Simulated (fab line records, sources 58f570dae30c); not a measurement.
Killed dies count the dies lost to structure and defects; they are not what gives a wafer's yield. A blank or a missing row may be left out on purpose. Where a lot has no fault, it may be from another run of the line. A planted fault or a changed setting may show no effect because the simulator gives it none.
A struck lot beside a sound one || flow berkeley-cmos170 || 17 steps out of a route of 331
Sound: the wafers L638.2, L638.3, L638.6. The struck wafers were L649.1, L649.4, L649.6. Last of all comes the cause.
At each step with rows: each side's tool, then ch and its chambers, then its first start. Under that, the readings that differ: sound wafers || struck wafers || difference of the means || sigmas: that difference in standard deviations of wafers without a fault.
alike: readings whose means differ by less than 2 such deviations, and words and numbers that are the same on both sides. not compared: withheld readings, readings that some wafer has no value for, bounds like >300 that may hide the same value, and numbers for which the record gives no deviation and whose values overlap.
A row with sigmas, a row that says differs or no value, or rows on one side alone: a step with any of these is where the two part. When numbers do not overlap yet have no deviation, they are printed without sigmas and do not part them. Lack of a reading on every wafer of one side parts them only where that side has two or more wafers.

first, 1 step without rows for these wafers: UCB170_NLDD_IMPLANT_09.
UCB170_NLDD_STRIP_10: strips in O2.
  sound on plasma-asher-03 ch 0,1, day 9 23:48; struck on plasma-asher-04 ch 0,1, day 12 11:06
{"reading": "drypump-motor-current-A (A)", "sound": "5.4 4.9 4.9", "struck": "6.4 5.9 6.4", "difference": "+1.2", "sigmas": "+2"}
  alike: oes-product-au, strip-time-to-endpoint-s
  not compared: rf-hours-counter-h
UCB170_NLDD_TW_MEAS_11:
  sound on film-metro-01, day 9 23:55; struck on film-metro-01, day 12 11:12
  alike: NLDD_TW
then, 1 step without rows for these wafers: UCB170_NLDD_CLEAN_12 (cleans in SPM, time 600 s).
UCB170_SPACER_CVD_00: deposits SiO2 from TEOS/O2, target thk 376 nm, time 47 s.
  sound on pecvd-04 ch 0,1,2, day 10 00:09; struck on pecvd-03 ch 1,2, day 12 11:26
  alike: heater-power-w, pressure-mtorr
UCB170_SPACER_THK_MEAS_01:
  sound on film-metro-03, day 10 00:12; struck on film-metro-03, day 12 11:29
  alike: SPACER_TEOS_THK
then, 1 step without rows for these wafers: UCB170_SPACER_ANNEAL_02 (time 1800 s).
UCB170_SPACER_ETCHBACK_03: etches SiO2 in CHF3/CF4/Ar, stops on Si, target depth 376 nm, time 100 s.
  sound on rie-diel-03 ch 1,2,3, day 10 05:45; struck on rie-diel-03 ch 2,3, day 12 18:14
  alike: drypump-motor-current-A, oes-product-au, throttle-valve-pct
  not compared: rf-hours-counter-h
then, 4 steps without rows for these wafers: UCB170_PSD_HMDS_00 (prime time 60 s); UCB170_PSD_COAT_01 (resist thk 900 nm); UCB170_PSD_SOFTBAKE_02 (time 60 s); UCB170_PSD_EXPOSE_03 (exposes mask PSELECT MOD, target cd 1200 nm).
UCB170_PSD_PEB_04:
  sound on litho-track-01 ch 0, day 10 06:50; struck on litho-track-01 ch 0, day 12 19:19
{"reading": "heater-power-total-W (W)", "sound": "56.84 56.83 56.82", "struck": "59.51 59.49 59.46", "difference": "+2.66", "sigmas": "+59"}
  alike: chill-plate-temp-C
then, 1 step without rows for these wafers: UCB170_PSD_DEVELOP_05 (develop time 45 s).
UCB170_PSD_CD_MEAS_06: target cd 1200 nm.
  sound on cd-sem-02, day 10 07:29; struck on cd-sem-02, day 12 19:35
{"reading": "cd-nm (nm)", "sound": "1198.2 1199.0 1198.4", "struck": "1189.0 1190.0 1188.8", "difference": -9.3, "sigmas": -5}
UCB170_PSD_OVL_MEAS_07:
  sound on overlay-01, day 10 07:36; struck on overlay-02, day 12 19:42
  alike: PSD_OVL
then, 1 step without rows for these wafers: UCB170_M3_PROBE_99.

== WHERE THEY PART ==
At UCB170_NLDD_STRIP_10 first; at UCB170_PSD_CD_MEAS_06 last (within this record only). Later steps at which nothing parts them and some readings are alike: UCB170_PSD_OVL_MEAS_07.

WHY: what the simulator had put in
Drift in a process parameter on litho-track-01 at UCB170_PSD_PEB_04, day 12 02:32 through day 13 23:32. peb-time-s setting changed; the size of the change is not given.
